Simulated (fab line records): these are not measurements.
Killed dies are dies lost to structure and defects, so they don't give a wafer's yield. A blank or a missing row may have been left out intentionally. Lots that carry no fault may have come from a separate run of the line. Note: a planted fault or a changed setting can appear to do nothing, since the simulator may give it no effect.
Which tool was responsible? | flow berkeley cmos170 | 14 lots with 42 wafers sampled at 3 steps, on a route of 331 steps

== WHAT EACH GAUGE READ, for each wafer ==
UCB170_NLDD_TW_MEAS_11.
lot  | measured     | on            | NLDD_TW
L334 | day 7 16:49  | film metro-03 | 2198 2177 2171
L336 | day 7 21:55  | film metro-01 | 2183 2185 2190
L339 | day 8 17:19  | film metro-02 | 2223 2226 2233
L340 | day 8 17:35  | film metro-01 | 2188 2192 2196
L338 | day 8 17:52  | film metro-02 | 2217 2224 2230
L341 | day 9 01:08  | film metro-03 | 2181 2188 2192
L343 | day 9 01:39  | film metro-01 | 2188 2179 2187
L342 | day 9 01:52  | film metro-03 | 2186 2182 2174
L346 | day 10 11:29 | film metro-02 | 2197 2195 2184
L349 | day 10 11:48 | film metro-02 | 2282 2303 2301 2281 2300 2310
L347 | day 10 11:59 | film metro-02 | 2195 2189 2203
L351 | day 11 03:37 | film metro-01 | 2287 2299 2301 2298 2287 2279
L356 | day 11 20:22 | film metro-03 | 2163 2175 2160
L354 | day 11 22:11 | film metro-02 | 2199 2213 2210

UCB170_SDANNEAL_RS_MEAS_05: measures by four-point-probe.
lot  | measured     | on            | NLDD_RS (ohm/sq)
L334 | day 8 02:53  | film metro-01 | 618.8 620.3 620.4
L336 | day 8 09:08  | film metro-03 | 617.6 619.1 617.3
L339 | day 9 05:19  | film metro-03 | 620.0 620.9 618.5
L340 | day 9 05:59  | film metro-02 | 618.6 619.9 619.1
L338 | day 9 05:46  | film metro-01 | 622.2 619.9 621.8
L341 | day 9 14:55  | film metro-02 | 616.7 617.3 617.1
L343 | day 9 15:11  | film metro-03 | 618.0 618.4 618.0
L342 | day 9 15:29  | film metro-01 | 620.5 621.2 619.1
L346 | day 11 02:20 | film metro-01 | 619.5 618.6 616.7
L349 | day 11 02:31 | film metro-03 | 581.6 581.2 580.7 581.6 582.8 581.6
L347 | day 11 02:50 | film metro-01 | 617.8 618.8 619.2
L351 | day 11 15:55 | film metro-01 | 577.7 579.0 578.2 579.1 579.6 579.3
L356 | day 12 08:26 | film metro-03 | 619.5 619.2 619.8
L354 | day 12 08:47 | film metro-01 | 621.9 619.5 619.8

== WHICH TOOL RAN EACH LOT (tool, then ch and the chambers of the sampled wafers, then the start) ==
lot  | UCB170_NLDD_IMPLANT_09
L334 | implanter-03 ch 0, day 7 16:34
L336 | implanter-03 ch 0, day 7 21:40
L339 | implanter-01 ch 0, day 8 17:05
L340 | implanter-02 ch 0, day 8 17:20
L338 | implanter-03 ch 0, day 8 17:38
L341 | implanter-01 ch 0, day 9 00:53
L343 | implanter-03 ch 0, day 9 01:25
L342 | implanter-01 ch 0, day 9 01:38
L346 | implanter-01 ch 0, day 10 11:14
L349 | implanter-01 ch 0, day 10 11:34
L347 | implanter-03 ch 0, day 10 11:45
L351 | implanter-01 ch 0, day 11 03:23
L356 | implanter-03 ch 0, day 11 20:07
L354 | implanter-02 ch 0, day 11 21:56
- UCB170_NLDD_IMPLANT_09

== AS READ BY THE TOOLS THEMSELVES (means over the sampled wafers that have a number; for cases with no such wafer, the mark the record gives instead) ==
UCB170_NLDD_IMPLANT_09.
lot  | tool         | beam energy keV
L334 | implanter-03 | 30.003
L336 | implanter-03 | 29.996
L339 | implanter-01 | 30.004
L340 | implanter-02 | 30.005
L338 | implanter-03 | 29.994
L341 | implanter-01 | 29.998
L343 | implanter-03 | 29.997
L342 | implanter-01 | 29.990
L346 | implanter-01 | 30.004
L349 | implanter-01 | 40.501
L347 | implanter-03 | 30.004
L351 | implanter-01 | 40.499
L356 | implanter-03 | 29.993
L354 | implanter-02 | 29.986

== THE ANSWER, worked out from the rows above alone ==
Rule: the usual values come from the lots themselves. The widest of any qualifying gaps counts: lots, ordered by their means at a reading, are off when they make up no more than a third of the lots, leave a main group of 4 or more, and stand apart from it by 3 or more times the standard deviation of that group's means. A main group is skipped when, at the precision printed for the reading in the tables above, its means are all equal. Also off: a lot with no number at a reading for which 4 or more lots have one. Where the step has rows for the other lots, those lots are counted as sound. First the gauges in route order, then the tools' own readings, where a lot's mean is used as printed above. At the first step where some lot is off, the reading lying furthest off is the one used; lots without a number count as furthest.
Off: L349, L351, seen at UCB170_NLDD_TW_MEAS_11 (NLDD_TW). Mean 2194 and standard deviation 17 in the main group.
If a tool, at a process step before that reading, ran all the lots that are off and no sound lot after the first of them, it fits. The gauges at UCB170_NLDD_TW_MEAS_11 aren't tried: what is off there is off at UCB170_NLDD_IMPLANT_09 too, on other tools, and a gauge's error can't cause that. One candidate fits, namely implanter-01 at UCB170_NLDD_IMPLANT_09. Its last sound lot is L346 (day 10 11:14), its first lot that is off L349 (day 10 11:34): a fault that began between those two fits.
On the lots that are off, the tool's own readings at UCB170_NLDD_IMPLANT_09 differ by more than 5 times the standard deviation of the sound lots' means, which bears it out; beam energy keV reads 40.500 there versus 29.998 on the sound lots.

== WHAT THE SIMULATOR HAD INSERTED ==
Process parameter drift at UCB170_NLDD_IMPLANT_09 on implanter-01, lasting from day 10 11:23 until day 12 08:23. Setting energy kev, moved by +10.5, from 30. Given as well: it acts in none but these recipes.
Struck lots among those shown: L349, L351. The same result came from the rule above.
